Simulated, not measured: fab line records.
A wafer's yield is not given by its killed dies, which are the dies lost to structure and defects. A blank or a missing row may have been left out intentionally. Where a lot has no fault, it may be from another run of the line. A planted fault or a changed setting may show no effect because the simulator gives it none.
A lot that was struck, set against a sound lot    flow berkeleyCmos170    18 steps out of a route of 331
Sound: wafers L801.1, L801.4, L801.6. The struck wafers were L800.2, L800.5, L800.6. The cause comes at the end.
At each step with rows: each side's tool, then ch and its chambers, then its first start. Under that, the readings that differ: sound wafers    struck wafers    difference of the means    sigmas: that difference in standard deviations of wafers without a fault.
alike: readings whose means differ by less than 2 such deviations, and words and numbers that are the same on both sides. not compared: withheld readings, readings that some wafer has no value for, bounds like >300 that may hide the same value, and numbers for which the record gives no deviation and whose values overlap.
The two part at a step that has a row with sigmas, a row that says differs or no value, or rows on one side only. Numbers that have no deviation but don't overlap get no sigmas and don't part them. A reading that every wafer of one side lacks parts them only if that side has two wafers or more.

first, 2 steps without rows for these wafers: UCB170_GATE_PEB_10; UCB170_GATE_DEVELOP_11 (develop time 45 s).
UCB170_GATE_CD_MEAS_12 targets a cd of 350 nm.
  struck on cdSem-02, day 8 23:11; sound on cdSem-02, day 8 23:03
  alike: cdNm
UCB170_GATE_OVL_MEAS_13:
  struck on overlay-02, day 8 23:18; sound on overlay-01, day 8 23:10
  alike: GATE_OVL
UCB170_GATE_ETCH_14: etches BARC in N2/H2.
  sound on rieDiel-02 ch 2,3, day 8 23:13; struck on rieDiel-03 ch 0,2,3, day 8 23:20
  alike: drypumpMotorCurrentA, oesProductAu, throttleValvePct
UCB170_GATE_ETCH_15: etches poly-Si in HBr/Cl2, stops on SiO2, time 56.3 s, target depth 278.2 nm.
  sound on rieSi-01 ch 0,2,3, day 8 23:15; struck on rieSi-02 ch 0,1, day 8 23:22
  alike: drypumpMotorCurrentA, oesProductAu, throttleValvePct
  not compared: rfHoursCounterH
UCB170_GATE_STRIP_16: strips in O2.
  sound on plasmaAsher-01 ch 0,1, day 8 23:18; struck on plasmaAsher-04 ch 0,1, day 8 23:25
  alike: drypumpMotorCurrentA, oesProductAu
  not compared: rfHoursCounterH
UCB170_GATE_CD_MEAS_90 targets a cd of 350 nm.
  struck on cdSem-01, day 8 23:35; sound on cdSem-02, day 8 23:24
  alike: cdNm
then, 4 steps without rows for these wafers: UCB170_GATE_CLEAN_17 (cleans in SPM, time 600 s); UCB170_PLDD_HMDS_00 (prime time 60 s); UCB170_PLDD_COAT_01 (resist thk 900 nm); UCB170_PLDD_SOFTBAKE_02 (time 60 s).
UCB170_PLDD_EXPOSE_03: exposes mask PSELECT, target cd 1200 nm.
  sound on krfScanner-02 ch 0, day 9 00:16; struck on krfScanner-01 ch 0, day 9 00:37
reading            sound                 struck                difference  sigmas
exposureDoseMJCm2  29.981 29.995 30.026  30.986 30.988 30.976  +0.983      +39
  alike: mask
then, 2 steps without rows for these wafers: UCB170_PLDD_PEB_04; UCB170_PLDD_DEVELOP_05 (develop time 45 s).
UCB170_PLDD_CD_MEAS_06 targets a cd of 1200 nm.
  struck on cdSem-01, day 9 01:00; sound on cdSem-02, day 9 00:41
reading    sound                 struck                difference  sigmas
cdNm (nm)  1198.8 1201.0 1199.9  1205.2 1206.2 1206.5  +6.1        +5
UCB170_PLDD_OVL_MEAS_07:
  struck on overlay-02, day 9 01:07; sound on overlay-01, day 9 00:49
  alike: PLDD_OVL
next, for these wafers, 1 step has no rows: UCB170_M3_PROBE_99.

## WHERE THEY PART
Earliest at UCB170_PLDD_EXPOSE_03; latest, in this record, at UCB170_PLDD_CD_MEAS_06. Later steps at which nothing parts them and some readings are alike: UCB170_PLDD_OVL_MEAS_07.

WHY: what the simulator had put in
Process parameter drift: krfScanner-01, from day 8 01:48 on, at UCB170_PLDD_EXPOSE_03. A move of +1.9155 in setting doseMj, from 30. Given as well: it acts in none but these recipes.
